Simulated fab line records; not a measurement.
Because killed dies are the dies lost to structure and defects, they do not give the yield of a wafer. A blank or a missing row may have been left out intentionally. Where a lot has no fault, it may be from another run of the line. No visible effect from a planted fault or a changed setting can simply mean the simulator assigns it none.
Matching of chambers ; flow berkeley_cmos170 ; UCB170_PWELL_ETCH_14 on rie_diel-04 has 4 sister chambers
The step etches Si3N4 in CH3F/Ar/O2, stops on SiO2, target depth 242 nm, time 151 s. 8 wafers are shown with their chamber, then 7 later ones without.

WAFERS WITH THEIR CHAMBER
wafer;chamber;throttle_valve_pct (%);oes_product_au (a.u.)
L606.4;3;7.97;0.943
L616.2;0;8.05;0.960
L616.5;2;8.04;0.965
L615.1;0;8.05;0.953
L615.5;3;7.96;0.946
L615.6;2;8.06;0.962
L623.3;1;8.03;0.965
L623.4;1;8.02;0.966

WAFERS MISSING THEIR CHAMBER
wafer;throttle_valve_pct (%);oes_product_au (a.u.)
L623.6;8.06;0.961
L624.2;8.01;0.965
L624.3;7.95;0.940
L624.5;7.97;0.951
L628.1;8.06;0.957
L628.2;8.06;0.963
L628.6;7.96;0.947

WHICH CHAMBER EACH ONE RAN IN
wafer;from the rows above;in truth
L623.6;can't be placed: 2 or 0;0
L624.2;1;1
L624.3;3;3
L624.5;3;3
L628.1;can't be placed: 0 or 2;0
L628.2;can't be placed: 2 or 0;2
L628.6;3;3
Correct placement for 4 of the 7. Unplaceable from these rows: 3, with the true chamber sitting among the candidates in 3. 0 placed wrongly.
How it was worked out, from the rows above alone: a wafer's distance from a chamber is the root of the sum, over the readings, of the square of ((its reading less the chamber's mean) divided by the reading's scatter). If the next closest chamber is less than 2 further off than the closest, the wafer can't be placed; otherwise it belongs to the closest. A chamber's mean is the mean of its shown wafers. The scatter: take each reading less its chamber's mean, square it, sum over the shown wafers, divide by the number of wafers less the number of chambers, and take the root.
